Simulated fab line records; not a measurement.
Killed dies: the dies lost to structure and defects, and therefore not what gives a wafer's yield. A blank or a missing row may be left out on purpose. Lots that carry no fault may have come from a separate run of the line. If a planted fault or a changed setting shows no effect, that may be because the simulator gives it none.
Which tool was responsible?	flow berkeley cmos170	7 lots, 21 wafers sampled, at 1 step of a route of 331

## WHAT THE GAUGES SHOWED, per wafer
UCB170_START_THK_MEAS_03.
lot	measured	on	START_OXIDE_THK (nm)
L676	day 2 01:15	film metro-03	19.6 19.5 19.5
L678	day 2 10:13	film metro-02	20.9 20.4 21.0
L682	day 3 06:20	film metro-04	20.4 19.9 20.0
L684	day 3 15:49	film metro-04	20.4 20.4 20.4
L693	day 5 13:15	film metro-02	20.7 21.0 20.7
L695	day 5 23:14	film metro-03	20.0 20.2 20.3
L697	day 6 08:27	film metro-02	20.6 20.6 20.2

## WHICH TOOL RAN EACH LOT (tool, then ch and the chambers of the sampled wafers, then the start)
No process step before these readings appears in the record.

## THE ANSWER, worked out from the rows above alone
Rule: usual is defined by the lots themselves. The widest of any qualifying gaps counts: lots, ordered by their means at a reading, are off when they make up no more than a third of the lots, leave a main group of 4 or more, and stand apart from it by 3 or more times the standard deviation of that group's means. Not used: any main group whose means are identical at the precision the tables above print for the reading. A lot without any number at a reading at which 4 lots or more have one is off too. Where the step has rows for the other lots, those lots are counted as sound.
Nothing can be told from this: no lot is off at any reading shown.

## WHAT THE SIMULATOR HAD INSERTED
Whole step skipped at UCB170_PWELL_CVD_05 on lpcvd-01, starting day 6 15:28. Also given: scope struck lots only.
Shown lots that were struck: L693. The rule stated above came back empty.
